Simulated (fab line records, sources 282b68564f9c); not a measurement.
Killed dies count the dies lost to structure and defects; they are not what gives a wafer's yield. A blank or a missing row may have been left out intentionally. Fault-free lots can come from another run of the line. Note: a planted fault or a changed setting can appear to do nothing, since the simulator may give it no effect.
Shared-tool check -- flow ritCmos -- Sampled: 13 lots, 39 wafers

THE REASON FOR OPENING IT
Of 13 lots, 1 have the reading GATE_POLY_THK flagged at RIT_GATE_THK_MEAS_09. Fault-free wafers read 250.5 nm, with a standard deviation of 2.1.
Rule: flag the lot when none of its wafers has a number, or when each of its wafers that has one lies beyond 4 standard deviations from that mean. The rest of the lots are taken to be sound.

lot,measured,on,"GATE_POLY_THK (nm), wafer by wafer",flag
L566,day 2 17:23,filmMetro-04,250.1 249.0 251.6,
L567,day 2 18:59,filmMetro-02,251.4 254.3 251.2,
L568,day 3 00:40,filmMetro-02,247.0 245.9 247.5,
L569,day 3 05:01,filmMetro-03,250.4 253.7 248.7,
L571,day 3 13:21,filmMetro-03,249.2 249.8 250.1,
L572,day 3 18:03,filmMetro-02,248.6 249.3 247.6,
L573,day 4 02:48,filmMetro-02,250.9 251.6 250.9,
L575,day 4 09:28,filmMetro-03,169.1 168.9 168.2,FLAGGED
L578,day 4 23:44,filmMetro-04,252.2 251.5 251.4,
L582,day 6 02:30,filmMetro-02,253.9 249.4 249.4,
L587,day 7 04:56,filmMetro-03,249.0 249.1 248.9,
L588,day 7 09:18,filmMetro-03,250.4 251.6 251.4,
L589,day 7 14:16,filmMetro-02,251.4 250.9 249.9,
The numbers of the flagged lots are 168.7 nm on average: -81.8 nm against the usual, or -39 standard deviations.

EACH LOT AND THE TOOL IT RAN ON
The record keeps 1 process step preceding the reading, out of 202 steps on the route. Cell contents, in order: the tool; ch with the chambers the sampled wafers went through; the start.
lot,flag,RIT_GATE_CVD_08
L566,,"lpcvd-02 ch 0, day 2 15:45"
L567,,"lpcvd-02 ch 1, day 2 17:22"
L568,,"lpcvd-02 ch 1, day 2 22:14"
L569,,"lpcvd-01 ch 1, day 3 03:23"
L571,,"lpcvd-02 ch 0, day 3 11:44"
L572,,"lpcvd-01 ch 1, day 3 16:26"
L573,,"lpcvd-02 ch 1, day 4 01:11"
L575,FLAGGED,"lpcvd-02 ch 1, day 4 07:50"
L578,,"lpcvd-01 ch 0, day 4 22:07"
L582,,"lpcvd-01 ch 0, day 6 00:04"
L587,,"lpcvd-01 ch 1, day 7 02:29"
L588,,"lpcvd-01 ch 1, day 7 07:41"
L589,,"lpcvd-01 ch 1, day 7 12:38"
What these steps do:
- RIT_GATE_CVD_08: deposits poly-Si from SiH4, target thk 250 nm, time 2220 s.
- RIT_GATE_THK_MEAS_09

FLAGGED OVER TOTAL, TOOL BY TOOL (the gauges that took the reading come last)
step,tool,lots run,flagged,share of the flagged lots,sound lots run after its first flagged lot
RIT_GATE_CVD_08,lpcvd-01,7,0,none,-
RIT_GATE_CVD_08,lpcvd-02,6,1,all,0
RIT_GATE_THK_MEAS_09,filmMetro-02,6,0,none,-
RIT_GATE_THK_MEAS_09,filmMetro-03,5,1,all,"2 (L587,L588)"
RIT_GATE_THK_MEAS_09,filmMetro-04,2,0,none,-

WHAT THE TABLE ALLOWS
Table rows that saw every flagged lot: 2, namely lpcvd-02 at RIT_GATE_CVD_08 and filmMetro-03 at RIT_GATE_THK_MEAS_09.
- lpcvd-02 at RIT_GATE_CVD_08: 1 of its 6 lots flagged. Its last sound lot is L573 (day 4 01:11), its first flagged lot L575 (day 4 07:50): a fault that began between those two fits.
- filmMetro-03 at RIT_GATE_THK_MEAS_09: 1 of its 5 lots flagged. Sound lots followed the first flagged one (L587, L588) on it, something a lasting fault affecting the whole tool could not allow.
Left over: one tool, lpcvd-02 at RIT_GATE_CVD_08.

WHAT WAS PUT IN BY THE SIMULATOR
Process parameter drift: lpcvd-02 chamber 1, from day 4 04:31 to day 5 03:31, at RIT_GATE_CVD_08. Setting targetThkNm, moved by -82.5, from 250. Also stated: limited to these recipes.
Lots struck among those shown: L575. The same result came from the rule above.
